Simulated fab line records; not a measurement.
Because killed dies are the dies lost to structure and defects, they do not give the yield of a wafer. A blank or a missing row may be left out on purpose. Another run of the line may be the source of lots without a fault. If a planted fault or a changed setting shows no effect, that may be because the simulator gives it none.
fab line records    flow berkeleyCmos170
record: lots: 13  wafers: 39  lastDay: 11
route steps=331 shown ACTIVE@65 GATE@140 SILICIDE@211 CONTACT@232
lots that met no fault: taken from a fault-free run of the same line
startH: hours from the record's first day to the start of the lot's first wafer shown    waitH: hours elapsed since this lot's preceding step    " the same as in the row above    L1.1+2: a row that stands for several wafers    - value missing, or start not given    * or withheld: withheld    < > ~ a bound
route shown NAME@n: a module of which the file shows steps, and the number in the route of the first    usual: mean and standard deviation over wafers with no fault    same: alike in all rows    chamber/n: place in a boat    sites: each site's reading    _std_site: standard deviation across them    _edge_site: outer sites' mean less inner sites'    radiusMm: for every site, how far away it sits from the centre of the wafer    mask NAME#n: copy n    behind: tool/chamber where the wafer was last shaped    hold: the reason the lot was held/the length of the hold in hours/how it ended    device: whichever transistor did not switch (one of n, p or np)    end of line: the tests these same wafers got at the end of their route    where a step has no rows: the recipe by itself    killed: at the first sort, the dies lost to defects and structure; wafer yield is something else    map: the dies of a wafer, with x for killed, . for not killed, _ for no die there
set.NAME: the setting that was run; set.NAME@STEP: the one run at that earlier step    model.NAME: the simulator's own value behind a step, which no gauge read
route steps across a sampled set of lots; one table per step, one row per wafer
services: when a tool's chamber went out of use (startH, in hours from the record's first day, below 0 if earlier), for how many hours, and the reason
== steps ==
step: UCB170_ACTIVE_CVD_05
recipe: material: Si3N4  targetThkNm: 220  tempC: 800  precursor: SiH2Cl2/NH3  timeS: 3150  pressureMtorr: 200  sih2cl2FlowSccm: 25  nh3FlowSccm: 75
usual: spikeTcCentreC: 802.2/1.6
lot.wafer  tool      chamber  startH  waitH  spikeTcCentreC
L462.2     lpcvd-01  0        72.38   0.0    800.3
L462.3     "         0        "       "      800.2
L462.4     "         0        "       "      802.2
L463.1     lpcvd-01  0        72.38   0.0    799.9
L463.2     "         0        "       "      802.1
L463.4     "         0        "       "      798.9
L464.2     lpcvd-01  0        88.28   0.0    801.9
L464.5     "         0        "       "      802.1
L464.6     "         0        "       "      801.7
L465.2     lpcvd-02  0        93.71   0.0    800.7
L465.3     "         0        "       "      802.3
L465.4     "         0        "       "      800.7
L466.1     lpcvd-01  1        103.80  0.7    805.3
L466.3     "         1        "       "      803.0
L466.6     "         1        "       "      804.0
L469.1     lpcvd-02  1        111.59  0.8    802.7
L469.3     "         1        "       "      800.8
L469.4     "         1        "       "      802.1
L470.2     lpcvd-01  1        121.32  0.0    803.8
L470.5     "         1        "       "      804.5
L470.6     "         1        "       "      803.6
L475.1     lpcvd-02  0        142.37  0.0    801.1
L475.4     "         0        "       "      802.2
L475.6     "         0        "       "      801.3
L477.1     lpcvd-01  1        149.73  0.1    805.0
L477.2     "         1        "       "      803.6
L477.5     "         1        "       "      806.3
L479.1     lpcvd-01  0        157.69  0.0    799.5
L479.2     "         0        "       "      800.5
L479.6     "         0        "       "      800.4
L480.4     lpcvd-01  0        157.69  0.0    802.4
L480.5     "         0        "       "      801.3
L480.6     "         0        "       "      801.5
L481.3     lpcvd-01  1        171.82  0.5    802.7
L481.5     "         1        "       "      802.5
L481.6     "         1        "       "      803.5
L482.3     lpcvd-01  0        171.82  0.5    801.7
L482.5     "         0        "       "      801.6
L482.6     "         0        "       "      799.1
step: UCB170_ACTIVE_THK_MEAS_06
recipe: reads: Si3N4_of_ACTIVE_CVD_05
usual: ACTIVE_NITRIDE_THK: 209.6/1.8
lot.wafer  tool          chamber  startH  waitH  ACTIVE_NITRIDE_THK[nm]
L463.1     filmMetro-02  -        74.29   0.0    213.8
L463.2     "             -        "       "      214.7
L463.4     "             -        "       "      213.5
L462.2     filmMetro-01  -        74.30   0.1    208.5
L462.3     "             -        "       "      208.5
L462.4     "             -        "       "      208.7
L464.2     filmMetro-02  -        90.21   0.1    208.7
L464.5     "             -        "       "      212.3
L464.6     "             -        "       "      212.0
L465.2     filmMetro-04  -        95.64   0.1    208.6
L465.3     "             -        "       "      210.0
L465.4     "             -        "       "      210.2
L466.1     filmMetro-02  -        105.71  0.0    210.6
L466.3     "             -        "       "      212.9
L466.6     "             -        "       "      211.7
L469.1     filmMetro-01  -        113.51  0.0    210.5
L469.3     "             -        "       "      211.9
L469.4     "             -        "       "      212.1
L470.2     filmMetro-02  -        123.24  0.1    209.4
L470.5     "             -        "       "      211.9
L470.6     "             -        "       "      211.0
L475.1     filmMetro-02  -        144.28  0.0    403.3
L475.4     "             -        "       "      404.1
L475.6     "             -        "       "      403.8
L477.1     filmMetro-02  -        151.65  0.0    207.6
L477.2     "             -        "       "      209.7
L477.5     "             -        "       "      209.1
L480.4     filmMetro-01  -        160.60  0.1    209.1
L480.5     "             -        "       "      210.4
L480.6     "             -        "       "      209.2
L479.1     filmMetro-02  -        160.63  0.1    211.4
L479.2     "             -        "       "      209.5
L479.6     "             -        "       "      207.6
L481.3     filmMetro-02  -        173.76  0.1    207.5
L481.5     "             -        "       "      208.1
L481.6     "             -        "       "      206.3
L482.3     filmMetro-01  -        173.76  0.1    208.6
L482.5     "             -        "       "      208.2
L482.6     "             -        "       "      208.8
step: UCB170_ACTIVE_ETCH_15
recipe: chemistry: CH3F/Ar/O2  target: Si3N4  stopOn: SiO2  CH3F_flow_sccm: 20  Ar_flow_sccm: 50  O2_flow_sccm: 7  pressureMtorr: 50  rfW: 450  targetDepthA: 2420  overEtchFrac: 0.1  timeS: 151
usual: chamberPressureMTorr: 50.00/0.047  drypumpMotorCurrentA: 5.8/0.48  mfcArSccm: 49.99/0.15  oesProductAu: 0.914/0.014  rfFwdPowerW: 448.1/1.3  throttleValvePct: 7.95/0.13
lot.wafer  tool        chamber  startH  waitH  chamberPressureMTorr  drypumpMotorCurrentA  mfcArSccm  oesProductAu  rfFwdPowerW  rfHoursCounterH  throttleValvePct
L463.1     rieDiel-04  2        75.84   0.0    49.96                 5.9                   50.00      0.917         447.6        147              7.95
L463.2     "           3        "       "      50.05                 5.6                   50.32      0.938         445.8        13               7.84
L463.4     "           1        "       "      50.01                 5.6                   50.00      0.936         448.6        52               7.96
L462.2     rieDiel-01  3        75.99   0.0    50.00                 6.5                   49.85      0.920         448.8        108              7.93
L462.3     "           0        "       "      50.01                 6.2                   49.96      0.925         447.2        25               8.14
L462.4     "           2        "       "      50.05                 4.9                   49.97      0.887         448.7        10               7.94
L464.2     rieDiel-01  1        91.38   0.0    50.09                 5.5                   49.87      0.918         448.5        75               7.75
L464.5     "           0        "       "      49.98                 6.2                   50.02      0.929         448.0        -                8.15
L464.6     "           1        "       "      50.02                 5.5                   50.17      0.923         447.8        -                7.75
L465.2     rieDiel-01  0        96.94   0.0    50.06                 6.2                   49.94      0.925         448.9        25               8.13
L465.3     "           2        "       "      50.01                 4.9                   50.08      0.893         445.8        10               7.96
L465.4     "           3        "       "      50.01                 6.4                   50.04      0.917         448.5        109              7.92
L466.1     rieDiel-02  2        107.26  0.0    50.07                 5.5                   50.02      0.914         446.9        41               7.75
L466.3     "           1        "       "      49.98                 5.7                   50.02      0.923         450.9        26               8.04
L466.6     "           2        "       "      50.06                 5.5                   50.01      0.923         447.5        -                7.75
L469.1     rieDiel-02  2        115.49  0.0    49.97                 5.6                   49.90      0.924         447.0        41               7.77
L469.3     "           1        "       "      49.99                 5.7                   50.00      0.921         447.6        27               8.04
L469.4     "           2        "       "      49.98                 5.6                   49.80      0.928         447.9        -                7.76
L470.2     rieDiel-02  2        124.29  0.0    49.99                 5.5                   49.86      0.913         447.3        42               7.76
L470.5     "           2        "       "      49.97                 5.5                   49.69      0.922         446.9        -                7.77
L470.6     "           1        "       "      49.97                 5.7                   50.01      0.931         447.4        -                8.05
L475.1     rieDiel-01  1        146.75  0.1    50.05                 5.4                   50.21      0.976         450.8        77               7.77
L475.4     "           0        "       "      50.07                 6.2                   50.15      1.039         449.5        28               8.15
L475.6     "           3        "       "      50.06                 6.4                   49.83      1.009         446.0        -                7.91
L477.1     rieDiel-04  3        152.88  0.0    49.97                 5.6                   49.87      0.920         448.3        16               7.82
L477.2     "           0        "       "      50.06                 6.7                   50.30      0.898         446.1        15               8.18
L477.5     "           2        "       "      50.00                 5.9                   50.01      0.907         447.8        -                7.94
L480.4     rieDiel-01  2        162.21  0.1    50.01                 4.9                   49.88      0.898         447.8        -                7.96
L480.5     "           3        "       "      49.97                 6.5                   50.13      0.915         449.0        -                7.90
L480.6     "           1        "       "      50.00                 5.5                   50.14      0.914         447.8        -                7.75
L479.1     rieDiel-04  2        162.71  0.0    50.05                 5.9                   49.79      0.911         444.4        151              7.95
L479.2     "           0        "       "      50.03                 6.7                   50.13      0.888         448.4        15               8.19
L479.6     "           3        "       "      49.96                 5.6                   50.19      0.924         449.0        -                7.82
L481.3     rieDiel-01  0        174.92  0.0    49.97                 6.2                   50.14      0.917         447.6        29               8.14
L481.5     "           0        "       "      50.03                 6.2                   50.02      0.912         447.5        -                8.13
L481.6     "           3        "       "      49.96                 6.4                   50.21      0.907         448.5        -                7.93
L482.3     rieDiel-02  0        175.34  0.0    50.03                 5.5                   49.94      0.939         447.7        2                7.96
L482.5     "           1        "       "      50.01                 5.7                   50.18      0.922         449.5        -                8.05
L482.6     "           0        "       "      49.99                 5.5                   49.89      0.933         447.9        -                7.96
step: UCB170_GATE_ETCH_14
recipe: chemistry: N2/H2  targetDepthA: withheld  overetchA: withheld  target: BARC  timeS: withheld  sourceW: 500  biasW: 100  pressureMtorr: 30  n2FlowSccm: 100  h2FlowSccm: 200
usual: chamberPressureMTorr: 30.003/0.029  drypumpMotorCurrentA: 5.7/0.41  oesProductAu: 1.004/0.029  rfFwdPowerW: 494.7/1.9  throttleValvePct: 13.32/0.25
lot.wafer  tool        chamber  startH  waitH  chamberPressureMTorr  drypumpMotorCurrentA  oesProductAu  rfFwdPowerW  throttleValvePct
L462.2     rieDiel-03  3        126.29  0.0    29.980                5.5                   1.005         494.4        13.05
L462.3     "           1        "       "      30.052                6.1                   0.962         492.6        13.39
L462.4     "           0        "       "      29.994                5.1                   0.993         496.1        13.64
L463.1     rieDiel-02  2        126.57  0.0    30.011                5.6                   1.033         496.2        13.01
L463.2     "           1        "       "      29.978                5.7                   0.996         493.4        13.28
L463.4     "           2        "       "      30.015                5.6                   1.039         494.1        13.00
L464.2     rieDiel-03  1        138.35  0.0    30.011                6.1                   0.956         496.6        13.41
L464.5     "           0        "       "      29.993                5.1                   0.998         495.6        13.62
L464.6     "           2        "       "      29.983                5.2                   1.013         495.4        13.77
L465.2     rieDiel-04  0        144.06  0.0    30.030                6.7                   0.978         494.3        13.74
L465.3     "           2        "       "      30.004                5.9                   0.986         491.5        13.18
L465.4     "           3        "       "      30.012                5.6                   1.068         495.2        13.06
L466.1     rieDiel-03  3        151.15  0.0    30.028                5.5                   1.030         491.0        13.11
L466.3     "           2        "       "      30.031                5.2                   1.002         497.1        13.76
L466.6     "           1        "       "      30.017                6.1                   0.954         493.4        13.40
L469.1     rieDiel-04  2        159.08  0.0    30.009                5.9                   0.994         491.7        13.18
L469.3     "           0        "       "      30.001                6.7                   0.973         495.2        13.69
L469.4     "           1        "       "      29.991                5.6                   0.984         498.5        13.31
L470.2     rieDiel-04  0        166.64  0.0    29.993                6.7                   0.966         494.1        13.71
L470.5     "           3        "       "      30.020                5.6                   1.069         496.8        13.06
L470.6     "           1        "       "      30.015                5.6                   0.988         496.4        13.32
L477.1     rieDiel-02  3        195.12  0.0    29.968                5.7                   0.990         494.6        13.19
L477.2     "           2        "       "      29.983                5.6                   1.040         495.2        13.00
L477.5     "           2        "       "      30.021                5.5                   1.032         494.1        12.99
L479.1     rieDiel-04  2        211.36  0.0    29.986                5.9                   1.005         493.3        13.26
L479.2     "           3        "       "      29.983                5.6                   1.038         495.8        13.07
L479.6     "           0        "       "      29.997                6.7                   0.963         494.7        13.71
L480.4     rieDiel-04  1        211.74  0.0    29.957                5.6                   0.985         497.4        13.32
L480.5     "           3        "       "      29.985                5.6                   1.058         495.7        13.07
L480.6     "           0        "       "      30.056                6.7                   0.977         494.4        13.70
L481.3     rieDiel-02  1        216.66  0.0    30.031                5.7                   1.004         496.2        13.27
L481.5     "           2        "       "      30.033                5.5                   1.038         493.7        13.00
L481.6     "           1        "       "      30.024                5.6                   0.999         493.4        13.28
L482.3     rieDiel-04  2        216.90  0.0    29.979                5.9                   0.999         493.4        13.24
L482.5     "           2        "       "      29.972                5.9                   0.999         491.2        13.24
L482.6     "           3        "       "      29.992                5.6                   1.059         494.1        13.07
step: UCB170_SILICIDE_SPUTTER_01
recipe: material: Ti  targetThkNm: 30  timeS: 25  powerW: 1500  chamberPressurePa: 0.5
usual: cathodeDcPowerW: 1500.0/0.26  throttleValvePct: 29.6/0.86
lot.wafer  tool           chamber  startH  waitH  cathodeDcPowerW  throttleValvePct
L463.1     pvdSputter-01  -        145.44  0.0    1500.4           28.9
L463.2     "              -        "       "      1500.3           31.0
L463.4     "              -        "       "      1500.2           29.3
L462.2     pvdSputter-02  -        145.72  0.0    1500.2           30.6
L462.3     "              -        "       "      1499.9           30.2
L462.4     "              -        "       "      1500.0           31.1
L464.2     pvdSputter-01  -        154.72  0.0    1499.8           28.8
L464.5     "              -        "       "      1499.8           29.7
L464.6     "              -        "       "      1499.8           29.0
L465.2     pvdSputter-03  -        158.79  0.0    1500.2           29.8
L465.3     "              -        "       "      1500.3           29.4
L465.4     "              -        "       "      1500.0           28.0
L466.1     pvdSputter-01  -        165.77  0.0    1499.9           28.8
L466.3     "              -        "       "      1500.0           29.7
L466.6     "              -        "       "      1499.7           29.2
L469.1     pvdSputter-02  -        174.95  0.0    1499.5           30.7
L469.3     "              -        "       "      1500.2           30.8
L469.4     "              -        "       "      1499.9           30.1
L470.2     pvdSputter-03  -        182.06  0.0    1500.0           29.3
L470.5     "              -        "       "      1500.2           29.6
L470.6     "              -        "       "      1500.1           29.3
L477.1     pvdSputter-03  -        208.66  0.0    1500.6           29.3
L477.2     "              -        "       "      1500.0           29.6
L477.5     "              -        "       "      1499.4           28.7
L479.1     pvdSputter-03  -        228.76  0.0    1499.8           28.6
L479.2     "              -        "       "      1500.0           27.8
L479.6     "              -        "       "      1499.6           28.6
L480.4     pvdSputter-01  -        229.02  0.0    1500.2           30.9
L480.5     "              -        "       "      1499.7           28.9
L480.6     "              -        "       "      1500.0           30.9
L481.3     pvdSputter-03  -        229.38  0.0    1499.8           28.3
L481.5     "              -        "       "      1499.8           27.9
L481.6     "              -        "       "      1500.2           29.5
L482.3     pvdSputter-01  -        229.61  0.0    1499.7           30.5
L482.5     "              -        "       "      1500.2           30.7
L482.6     "              -        "       "      1499.7           29.7
step: UCB170_CONTACT_OVL_MEAS_16
usual: CONTACT_OVL: -1/6.4
lot.wafer  tool        chamber  startH  waitH  CONTACT_OVL[nm]
L463.1     overlay-01  -        150.99  0.1    -1
L463.2     "           -        "       "      -9
L463.4     "           -        "       "      -18
L462.2     overlay-01  -        151.52  0.1    2
L462.3     "           -        "       "      -7
L462.4     "           -        "       "      -1
L464.2     overlay-01  -        158.94  0.1    -4
L464.5     "           -        "       "      1
L464.6     "           -        "       "      -8
L465.2     overlay-02  -        163.87  0.1    -15
L465.3     "           -        "       "      -13
L465.4     "           -        "       "      -13
L466.1     overlay-02  -        171.00  0.1    8
L466.3     "           -        "       "      -4
L466.6     "           -        "       "      6
L469.1     overlay-01  -        180.80  0.1    -9
L469.3     "           -        "       "      -4
L469.4     "           -        "       "      -4
L470.2     overlay-01  -        190.22  0.1    1
L470.5     "           -        "       "      -8
L470.6     "           -        "       "      1
L477.1     overlay-01  -        215.46  0.1    -5
L477.2     "           -        "       "      -5
L477.5     "           -        "       "      -7
L479.1     overlay-01  -        233.79  0.1    12
L479.2     "           -        "       "      2
L479.6     "           -        "       "      6
L480.4     overlay-02  -        234.78  0.1    9
L480.5     "           -        "       "      11
L480.6     "           -        "       "      2
L481.3     overlay-02  -        236.60  0.1    0
L481.5     "           -        "       "      -2
L481.6     "           -        "       "      -9
L482.3     overlay-02  -        236.96  0.1    -9
L482.5     "           -        "       "      -11
L482.6     "           -        "       "      -2
== services ==
tool           chamber  startH  hours  kind
rieDiel-02     2        51.17   2.5    repair
rieDiel-02     1        52.66   2.3    repair
rieDiel-04     -        67.25   1.9    repair
lpcvd-01       -        83.32   0.5    repair
rieDiel-04     3        115.58  2.4    repair
rieDiel-01     1        116.56  3.9    repair
rieDiel-02     -        145.34  14.6   pm
pvdSputter-03  -        149.84  0.9    repair
pvdSputter-03  -        155.67  3.0    repair
rieDiel-01     0        159.44  3.1    repair
rieDiel-02     1        160.91  10.0   repair
rieDiel-04     2        163.45  -      clean
rieDiel-04     3        168.50  5.2    repair
lpcvd-02       -        170.24  6.0    pm
rieDiel-04     3        174.06  3.8    repair
pvdSputter-01  -        186.39  2.0    repair
rieDiel-01     1        187.11  11.5   repair
rieDiel-01     2        188.81  6.6    repair
pvdSputter-02  -        192.69  3.7    repair
rieDiel-03     2        196.71  7.8    repair
rieDiel-02     1        201.84  2.5    repair
rieDiel-01     1        224.56  21.4   repair
rieDiel-01     -        226.35  0.3    repair
rieDiel-03     3        227.84  10.3   repair
== key ==
firstSign: step: UCB170_ACTIVE_THK_MEAS_06  reading: ACTIVE_NITRIDE_THK  direction: up  sigmas: 99+  usual: 209.6  struck: 403.7
effect: step: UCB170_ACTIVE_ETCH_15  reading: oesProductAu  direction: up  sigmas: 6.5  usual: 0.914  struck: 1.008
metAt UCB170_ACTIVE_CVD_05
struckLots L475
struckWafers L475.1,L475.4,L475.6
laterRowsLeftOut L475.1,L475.4,L475.6
sortLeftOut L475.1,L475.4,L475.6
testerLeftOut L475
notActingAt UCB170_GATE_ETCH_14,UCB170_SILICIDE_SPUTTER_01,UCB170_CONTACT_OVL_MEAS_16
onsetBetween 93.71 142.37
fault: kind: processParameterDrift  tool: lpcvd-02  chamber: 0  onsetH: 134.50  steps: UCB170_ACTIVE_CVD_05  channel: targetThkNm  offset: 203.83  shape: step  endH: 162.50  actsIn: theseRecipesOnly  stated: 220
testerLeftOut: of these lots the tester's yield and bins aren't shown, on N5 and GAA mostly nor the transistor test; their killed dies are dies lost to structure and defects alone, not to doping, threshold or leakage, so they don't give the yield
sortLeftOut: the simulated sort isn't trusted on such a fault, so these wafers' sort isn't shown, and their yield isn't known
laterRowsLeftOut: the simulator's readings of these wafers behind a module that went badly wrong aren't trusted and aren't shown, but for the sort
